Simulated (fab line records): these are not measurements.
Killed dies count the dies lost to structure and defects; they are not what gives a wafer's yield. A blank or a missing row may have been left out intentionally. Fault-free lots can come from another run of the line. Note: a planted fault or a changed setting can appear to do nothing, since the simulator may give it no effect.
Shared-tool check | flow rit_cmos | Lots sampled 14, wafers sampled 42

## REASON FOR OPENING
At RIT_NLDD_TW_MEAS_10 the reading NLDD_TW is flagged on 2 of 14 lots. Wafers without a fault read 2506, standard deviation 26.
Rule: a lot gets a flag if all its wafers with a number sit over 4 standard deviations from that mean, or if no wafer of it has a number. The rest of the lots are taken to be sound.

lot  | measured    | on            | NLDD_TW, wafer by wafer | flag
L630 | day 3 02:04 | film_metro-01 | 2480 2480 2490          |
L631 | day 3 08:14 | film_metro-03 | 2518 2525 2508          |
L632 | day 3 14:44 | film_metro-04 | 2484 2472 2468          |
L633 | day 3 21:54 | film_metro-04 | 2468 2477 2486          |
L634 | day 4 00:23 | film_metro-03 | 2527 2535 2532          |
L635 | day 4 06:13 | film_metro-03 | 2524 2517 2520          |
L636 | day 4 09:59 | film_metro-01 | 2494 2478 2484          |
L637 | day 4 11:51 | film_metro-04 | 2483 2496 2488          |
L638 | day 4 21:49 | film_metro-04 | 2501 2486 2492          |
L639 | day 5 02:25 | film_metro-01 | 2486 2481 2492          |
L640 | day 5 07:46 | film_metro-01 | 2495 2479 2478          |
L646 | day 6 20:12 | film_metro-01 | 2328 2337 2336          | FLAGGED
L649 | day 7 11:48 | film_metro-03 | 2400 2398 2396          | FLAGGED
L651 | day 8 07:52 | film_metro-04 | 2500 2496 2495          |
On average the flagged lots' numbers are 2366, which is -140 against the usual, or -5 standard deviations.

## EACH LOT AND THE TOOL IT RAN ON
The record holds 2 process steps before the reading, out of a route of 202 steps. Read each cell as the tool, then ch plus the chambers that the sampled wafers visited, then the start.
lot  | flag    | RIT_GATE_ETCH_19                | RIT_NLDD_IMPLANT_08
L630 |         | rie_si-01 ch 1,3, day 2 20:32   | implanter-02 ch 0, day 3 01:45
L631 |         | rie_si-02 ch 2,3, day 3 01:53   | implanter-01 ch 0, day 3 07:56
L632 |         | rie_si-01 ch 1,2,3, day 3 09:36 | implanter-01 ch 0, day 3 14:25
L633 |         | rie_si-02 ch 0,2, day 3 15:28   | implanter-02 ch 0, day 3 21:35
L634 |         | rie_si-01 ch 0,2,3, day 3 17:46 | implanter-01 ch 0, day 4 00:04
L635 |         | rie_si-02 ch 0,3, day 3 23:31   | implanter-01 ch 0, day 4 05:53
L636 |         | rie_si-01 ch 0,2, day 4 04:30   | implanter-01 ch 0, day 4 09:41
L637 |         | rie_si-02 ch 0,2, day 4 06:15   | implanter-01 ch 0, day 4 11:32
L638 |         | rie_si-01 ch 2,3, day 4 16:24   | implanter-02 ch 0, day 4 21:31
L639 |         | rie_si-02 ch 0,3, day 4 20:47   | implanter-01 ch 0, day 5 02:07
L640 |         | rie_si-01 ch 1,2, day 4 22:53   | implanter-02 ch 0, day 5 07:27
L646 | FLAGGED | rie_si-02 ch 2,3, day 6 13:00   | implanter-02 ch 0, day 6 19:53
L649 | FLAGGED | rie_si-02 ch 0,1,3, day 7 04:07 | implanter-02 ch 0, day 7 11:31
L651 |         | rie_si-01 ch 1,2, day 7 23:00   | implanter-01 ch 0, day 8 07:32
These steps, and what they do:
- RIT_GATE_ETCH_19: etches poly-Si in SF6/CHF3/O2, stops on SiO2, time 165 s, target depth 312.5 nm.
- RIT_NLDD_IMPLANT_08
- RIT_NLDD_TW_MEAS_10

## FLAGGED AGAINST TOTAL, ONE TOOL AT A TIME (gauges that did the reading follow at the end)
step                | tool          | lots run | flagged | share of the flagged lots | sound lots run after its first flagged lot
RIT_GATE_ETCH_19    | rie_si-01     | 7        | 0       | none                      | -
RIT_GATE_ETCH_19    | rie_si-02     | 7        | 2       | all                       | 0
RIT_NLDD_IMPLANT_08 | implanter-01  | 8        | 0       | none                      | -
RIT_NLDD_IMPLANT_08 | implanter-02  | 6        | 2       | all                       | 0
RIT_NLDD_TW_MEAS_10 | film_metro-01 | 5        | 1       | some                      | 0
RIT_NLDD_TW_MEAS_10 | film_metro-03 | 4        | 1       | some                      | 0
RIT_NLDD_TW_MEAS_10 | film_metro-04 | 5        | 0       | none                      | -

## WHAT THE TABLE ALLOWS
Every flagged lot went through 2 rows of the table: rie_si-02 at RIT_GATE_ETCH_19 and implanter-02 at RIT_NLDD_IMPLANT_08.
- rie_si-02 at RIT_GATE_ETCH_19 ran 7 lots, 2 of them flagged. Its last sound lot is L639 (day 4 20:47), its first flagged lot L646 (day 6 13:00): a fault that began between those two fits.
- implanter-02 at RIT_NLDD_IMPLANT_08 ran 6 lots, 2 of them flagged. Its last sound lot is L640 (day 5 07:27), its first flagged lot L646 (day 6 19:53): a fault that began between those two fits. Its own readings (beam_energy_keV) fall more than 4 standard deviations out on all wafers of the flagged lots.
Counting lots can't tell these 2 tools apart, because each fits a fault that began at some hour. More lots, or a look at what each step does to the wafer, might.

## WHAT HAD BEEN PUT IN BY THE SIMULATOR
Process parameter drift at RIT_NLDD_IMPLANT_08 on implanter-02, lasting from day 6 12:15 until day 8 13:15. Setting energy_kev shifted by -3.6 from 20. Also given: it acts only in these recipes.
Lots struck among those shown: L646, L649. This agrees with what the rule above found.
